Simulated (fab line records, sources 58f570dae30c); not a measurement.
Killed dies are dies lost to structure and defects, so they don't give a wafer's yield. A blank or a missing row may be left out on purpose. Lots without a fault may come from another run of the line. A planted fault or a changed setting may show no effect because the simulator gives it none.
fab line records | flow berkeley_cmos170
record lots=15 wafers=45 last_day=11
route steps=331 shown NVT@109 SILICIDE@211 CONTACT@231 M3@326
lots that met no fault: from a run of the same line without faults
start_h: hours from the record's first day to the start of the lot's first wafer shown | wait_h: hours since the lot's step before | " the same as in the row above | L1.1+2: a row that stands for several wafers | - no value, or no start given | * or withheld: withheld | < > ~ a bound
route shown NAME@n: a module of which the file shows steps, and the number in the route of the first | usual: mean/standard deviation of fault-free wafers | same: alike in all rows | chamber/n: place in a boat | sites: the reading at each site | _std_site: their standard deviation | _edge_site: outer sites' mean less inner sites' | radius_mm: how far each site lies from the wafer's centre | mask NAME#n: copy n | behind: the tool/chamber that last shaped the wafer | hold: why the lot was held/for how many hours/how that ended | device: the transistor (n, p or np) that didn't switch | end of line: the same wafers' tests at the end of the route | a step without rows: its recipe alone | killed: dies lost to structure and defects at the first sort, not the wafer's yield | map: a wafer's dies, x killed, . not, _ none there
set.NAME: the setting as run; set.NAME@STEP: as run at that earlier step | model.NAME: the simulator's own value behind a step, which no gauge read
steps of the route over a sample of lots; a table a step, a row a wafer
services: from which hour (start_h, from the record's first day; less than 0 if before it) a tool's chamber was out of use, for how many hours, and why
## steps
# step UCB170_NVT_DEVELOP_05
# recipe developer=TMAH develop_time_s=45 resist=KrF dev_temp_c=21
# usual chill_plate_temp_C=23.00/0.11 developer_temp_C=21.00/0.1
# columns lot.wafer tool chamber start_h wait_h chill_plate_temp_C developer_temp_C
L834.1 litho_track-01 0 106 - 23.03 20.98
L834.2 " 0 " " 22.89 21.03
L834.5 " 0 107 - 22.99 20.95
L833.1 litho_track-03 0 107 - 22.85 21.05
L833.4 " 0 " " 22.92 21.09
L833.5 " 0 " " 22.86 21.01
L836.2 litho_track-03 0 116 - 23.01 21.06
L836.3 " 0 " " 23.15 21.02
L836.5 " 0 " " 22.94 20.99
L835.4 litho_track-03 0 116 - 22.82 20.95
L835.5 " 0 " " 23.09 20.84
L835.6 " 0 " " 23.09 20.92
L837.3 litho_track-01 0 129 - 23.24 20.88
L837.4 " 0 " " 22.94 20.92
L837.5 " 0 " " 23.01 20.79
L838.1 litho_track-03 0 129 - 23.11 20.95
L838.3 " 0 " " 23.18 20.99
L838.4 " 0 " " 23.22 21.10
L840.1 litho_track-01 0 146 - 22.92 21.05
L840.3 " 0 " " 22.92 21.17
L840.5 " 0 147 - 23.09 20.91
L843.2 litho_track-04 0 166 - 23.06 21.04
L843.3 " 0 " " 22.98 21.01
L843.6 " 0 " " 22.96 21.05
L846.1 litho_track-04 0 170 - 22.89 20.88
L846.4 " 0 " " 22.86 20.99
L846.6 " 0 " " 22.98 21.04
L845.2 litho_track-03 0 171 - 23.13 20.84
L845.3 " 0 " " 23.20 20.94
L845.6 " 0 " " 23.18 21.00
L853.2 litho_track-01 0 215 - 23.04 20.90
L853.4 " 0 " " 23.09 20.98
L853.5 " 0 " " 23.23 20.80
L852.4 litho_track-03 0 215 - 23.10 21.03
L852.5 " 0 " " 23.03 21.09
L852.6 " 0 " " 23.03 21.13
L855.1 litho_track-01 0 222 - 22.97 21.04
L855.2 " 0 " " 23.14 20.97
L855.4 " 0 " " 23.09 20.95
L856.1 litho_track-01 0 222 - 23.05 21.12
L856.3 " 0 " " 23.15 20.88
L856.6 " 0 " " 23.13 21.04
L854.1 litho_track-01 0 223 - 22.84 20.96
L854.3 " 0 " " 22.95 20.95
L854.6 " 0 " " 22.86 21.01
# step UCB170_NVT_TW_MEAS_09
# usual NVT_TW=525.1/2.4
# columns lot.wafer tool chamber start_h wait_h NVT_TW
L834.1 film_metro-02 - 107.36 0.1 524.5
L834.2 " - " " 524.6
L834.5 " - " " 524.6
L833.1 film_metro-01 - 107.48 0.1 523.1
L833.4 " - " " 527.7
L833.5 " - " " 521.9
L836.2 film_metro-03 - 117.03 0.1 525.6
L836.3 " - " " 525.4
L836.5 " - " " 526.0
L835.4 film_metro-01 - 117.32 0.1 524.7
L835.5 " - " " 524.3
L835.6 " - " " 521.9
L837.3 film_metro-02 - 129.83 0.1 527.4
L837.4 " - " " 526.5
L837.5 " - " " 528.5
L838.1 film_metro-03 - 130.11 0.1 526.2
L838.3 " - " " 526.2
L838.4 " - " " 524.2
L840.1 film_metro-03 - 147.37 0.1 528.0
L840.3 " - " " 527.5
L840.5 " - " " 526.1
L843.2 film_metro-02 - 166.41 0.1 524.1
L843.3 " - " " 522.2
L843.6 " - " " 523.9
L846.1 film_metro-03 - 171.26 0.1 523.5
L846.4 " - " " 525.5
L846.6 " - " " 524.0
L845.2 film_metro-01 - 171.45 0.1 521.1
L845.3 " - " " 521.0
L845.6 " - " " 522.4
L853.2 film_metro-02 - 215.95 0.1 527.0
L853.4 " - " " 525.8
L853.5 " - " " 523.2
L852.4 film_metro-03 - 216.09 0.1 525.2
L852.5 " - " " 526.6
L852.6 " - " " 525.4
L855.1 film_metro-01 - 222.99 0.1 29.9
L855.2 " - " " 30.0
L855.4 " - " " 30.0
L856.1 film_metro-03 - 223.27 0.1 30.1
L856.3 " - " " 30.0
L856.6 " - " " 30.1
L854.1 film_metro-01 - 223.54 0.1 30.0
L854.3 " - " " 29.9
L854.6 " - " " 30.0
# step UCB170_SILICIDE_SPUTTER_01
# recipe material=Ti target_thk_nm=30 time_s=25 power_w=1500 chamber_pressure_pa=0.5
# usual throttle_valve_pct=30.0/1.1
# same time_s=25
# columns lot.wafer tool chamber start_h wait_h throttle_valve_pct
L833.1 pvd_sputter-04 - 134.98 0.0 30.0
L833.4 " - " " 30.6
L833.5 " - " " 29.7
L834.1 pvd_sputter-02 - 134.98 0.0 28.9
L834.2 " - " " 31.0
L834.5 " - " " 31.2
L836.2 pvd_sputter-02 - 151.26 0.0 28.9
L836.3 " - " " 29.3
L836.5 " - " " 28.7
L835.4 pvd_sputter-04 - 151.44 0.0 30.0
L835.5 " - " " 30.5
L835.6 " - " " 29.7
L837.3 pvd_sputter-02 - 165.23 0.0 29.0
L837.4 " - " " 32.3
L837.5 " - " " 29.2
L838.1 pvd_sputter-04 - 165.28 0.0 30.6
L838.3 " - " " 29.2
L838.4 " - " " 30.2
L840.1 pvd_sputter-04 - 176.98 0.0 30.0
L840.3 " - " " 30.4
L840.5 " - " " 30.6
L843.2 pvd_sputter-03 - 205.84 0.0 28.7
L843.3 " - " " 29.8
L843.6 " - " " 29.5
L845.2 pvd_sputter-02 - 206.12 0.0 31.0
L845.3 " - " " 29.5
L845.6 " - " " 28.8
L846.1 pvd_sputter-03 - 206.32 0.0 28.3
L846.4 " - " " 29.5
L846.6 " - " " 28.4
L853.2 pvd_sputter-04 - 241.20 0.0 29.9
L853.4 " - " " 30.1
L853.5 " - " " 29.1
L852.4 pvd_sputter-02 - 241.52 0.0 28.9
L852.5 " - " " 29.4
L852.6 " - " " 32.1
L855.1 pvd_sputter-03 - 248.68 0.0 29.9
L855.2 " - " " 28.5
L855.4 " - " " 29.8
L856.1 pvd_sputter-04 - 249.61 0.0 28.8
L856.3 " - " " 29.8
L856.6 " - " " 29.7
L854.1 pvd_sputter-02 - 249.68 0.0 29.3
L854.3 " - " " 31.8
L854.6 " - " " 32.3
# step UCB170_CONTACT_CD_MEAS_15
# recipe target_cd_nm=700
# usual cd_nm=700.0/1.2
# columns lot.wafer tool chamber start_h wait_h cd_nm
L834.1 cd_sem-01 - 139.15 - 698.0
L834.2 " - " " 700.4
L834.5 " - " " 700.2
L833.1 cd_sem-02 - 139.51 - 700.0
L833.4 " - " " 700.0
L833.5 " - " " 698.5
L836.2 cd_sem-01 - 158.50 - 701.0
L836.3 " - " " 701.5
L836.5 " - " " 700.5
L835.4 cd_sem-01 - 158.78 - 699.8
L835.5 " - " " 700.5
L835.6 " - " " 699.5
L838.1 cd_sem-01 - 169.24 - 698.6
L838.3 " - " " 700.9
L838.4 " - " " 697.9
L837.3 cd_sem-02 - 169.49 - 699.1
L837.4 " - " " 701.3
L837.5 " - " " 699.6
L840.1 cd_sem-01 - 180.98 - 699.6
L840.3 " - " " 699.3
L840.5 " - " " 699.2
L843.2 cd_sem-01 - 210.34 - 698.7
L843.3 " - " " 698.6
L843.6 " - " " 700.2
L845.2 cd_sem-01 - 211.34 - 700.7
L845.3 " - " " 701.5
L845.6 " - " " 700.5
L846.1 cd_sem-02 - 212.05 - 697.7
L846.4 " - " " 699.9
L846.6 " - " " 700.6
L852.4 cd_sem-02 - 249.10 - 699.9
L852.5 " - " " 701.2
L852.6 " - " " 701.1
L853.2 cd_sem-01 - 249.20 - 698.1
L853.4 " - " " 697.2
L853.5 " - " " 698.2
L855.1 cd_sem-02 - 252.75 - 701.6
L855.2 " - " " 702.8
L855.4 " - " " 703.0
L854.1 cd_sem-01 - 255.22 - 699.6
L854.3 " - " " 699.2
L854.6 " - " " 699.8
L856.1 cd_sem-01 - 255.40 - 699.0
L856.3 " - " " 698.0
L856.6 " - " " 698.8
# step UCB170_M3_ETCH_17
# recipe chemistry=N2/H2 target_depth_a=withheld overetch_a=withheld target=BARC time_s=withheld source_w=500 bias_w=100 pressure_mtorr=30 n2_flow_sccm=100 h2_flow_sccm=200
# usual drypump_motor_current_A=5.7/0.5 h2_flow_sccm=200.0/0.55 oes_product_au=1.007/0.027 throttle_valve_pct=13.35/0.21
# columns lot.wafer tool chamber start_h wait_h drypump_motor_current_A h2_flow_sccm oes_product_au throttle_valve_pct
L834.1 rie_diel-04 2 161.63 0.0 5.7 199.9 1.050 13.74
L834.2 " 3 " " 6.4 200.0 1.009 13.34
L834.5 " 0 " " 4.9 200.7 1.011 13.25
L833.1 rie_diel-01 3 161.75 0.0 5.8 200.4 1.036 13.24
L833.4 " 3 " " 5.8 199.7 1.027 13.23
L833.5 " 1 " " 5.7 199.6 0.995 13.10
L835.4 rie_diel-04 1 178.90 0.0 4.8 199.4 0.957 13.40
L835.5 " 0 " " 4.9 199.7 1.016 13.24
L835.6 " 3 " " 6.4 199.0 1.010 13.35
L836.2 rie_diel-01 3 183.04 0.0 5.8 200.3 1.042 13.21
L836.3 " 1 " " 5.7 200.6 0.987 13.10
L836.5 " 2 " " 5.9 199.8 1.037 13.34
L838.1 rie_diel-03 3 193.91 0.0 5.9 199.9 0.970 13.52
L838.3 " 1 " " 5.5 200.5 1.007 13.53
L838.4 " 3 " " 6.0 199.4 0.976 13.52
L837.3 rie_diel-04 3 194.15 0.0 6.4 199.9 0.995 13.35
L837.4 " 0 " " 4.9 201.5 1.006 13.24
L837.5 " 0 " " 4.9 200.3 1.015 13.25
L840.1 rie_diel-03 1 200.89 0.0 5.5 198.6 1.010 13.49
L840.3 " 3 " " 6.0 200.0 0.970 13.52
L840.5 " 1 " " 5.5 199.8 1.016 13.52
L843.2 rie_diel-03 2 231.03 0.0 6.3 198.8 0.989 13.61
L843.3 " 3 " " 6.0 200.1 0.976 13.53
L843.6 " 0 " " 6.6 199.6 0.993 13.08
L845.2 rie_diel-01 0 231.55 0.0 5.2 200.5 1.004 12.92
L845.3 " 1 " " 5.7 200.2 0.982 13.09
L845.6 " 1 " " 5.7 200.1 0.986 13.11
L846.1 rie_diel-03 3 231.70 0.0 6.0 201.2 0.977 13.51
L846.4 " 1 " " 5.5 199.5 1.031 13.54
L846.6 " 2 " " 6.3 200.1 0.996 13.62
L852.4 rie_diel-01 3 265.69 0.0 5.7 200.1 1.041 13.23
L852.5 " 1 " " 5.7 200.0 0.996 13.10
L852.6 " 2 " " 5.9 199.5 1.036 13.36
L853.2 rie_diel-03 0 266.30 0.0 6.5 199.8 1.002 13.06
L853.4 " 0 " " 6.5 200.2 0.993 13.06
L853.5 " 1 " " 5.5 199.9 1.020 13.54
L855.1 rie_diel-03 1 269.57 0.0 5.5 200.9 1.022 13.53
L855.2 " 3 " " 6.0 200.4 0.974 13.52
L855.4 " 0 " " 6.5 198.7 0.995 13.06
L854.1 rie_diel-04 3 272.50 0.0 6.4 199.6 0.999 13.34
L854.3 " 0 " " 5.0 200.2 0.998 13.24
L854.6 " 0 " " 5.0 200.3 1.009 13.26
L856.1 rie_diel-03 1 274.01 0.0 5.5 200.8 1.021 13.51
L856.3 " 3 " " 6.0 199.8 0.970 13.52
L856.6 " 1 " " 5.5 200.7 1.025 13.53
## services
# columns tool chamber start_h hours kind
pvd_sputter-04 - 100.90 4.6 repair
rie_diel-01 1 108.88 2.1 repair
rie_diel-01 1 110.93 - clean
rie_diel-01 1 110.93 22.6 scheduled_down
rie_diel-01 1 110.93 22.6 vent_cycle
rie_diel-03 0 117.39 2.0 repair
rie_diel-04 2 117.68 4.1 repair
rie_diel-03 1 118.55 6.8 repair
rie_diel-01 0 142.40 44.4 repair
rie_diel-01 - 152.03 4.4 repair
rie_diel-01 - 156.83 0.5 repair
pvd_sputter-02 - 177.68 5.1 repair
rie_diel-03 - 185.31 2.1 repair
pvd_sputter-03 - 185.83 0.5 repair
rie_diel-01 0 186.76 - clean
rie_diel-03 0 190.11 - clean
rie_diel-03 0 190.11 25.9 scheduled_down
rie_diel-03 0 190.11 25.9 vent_cycle
pvd_sputter-02 - 199.21 0.7 repair
rie_diel-03 2 215.00 13.8 repair
pvd_sputter-04 - 252.26 1.8 repair
rie_diel-03 2 253.46 - clean
rie_diel-04 - 254.76 0.3 repair
rie_diel-04 - 272.69 1.1 repair
## key
first_sign step=UCB170_NVT_TW_MEAS_09 reading=NVT_TW direction=down sigmas=99+ usual=525.1 struck=30.0
effect none on later readings
met_at UCB170_NVT_DEVELOP_05
struck_lots L854,L855,L856
sort_left_out L854.1,L854.3,L854.6,L855.1,L855.2,L855.4,L856.1,L856.3,L856.6
tester_left_out L854,L855,L856
not_acting_at UCB170_SILICIDE_SPUTTER_01,UCB170_CONTACT_CD_MEAS_15,UCB170_M3_ETCH_17
onset_between 215 222
also_fits time
fault kind=process_parameter_drift tool=litho_track-01 chamber=- onset_h=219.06 steps=UCB170_NVT_DEVELOP_05 channel=develop_time_s offset=* shape=step end_h=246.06 acts_in=* stated=*
# tester_left_out: of these lots the tester's yield and bins aren't shown, on N5 and GAA mostly nor the transistor test; their killed dies are dies lost to structure and defects alone, not to doping, threshold or leakage, so they don't give the yield
# sort_left_out: the simulated sort isn't trusted on such a fault, so these wafers' sort isn't shown, and their yield isn't known
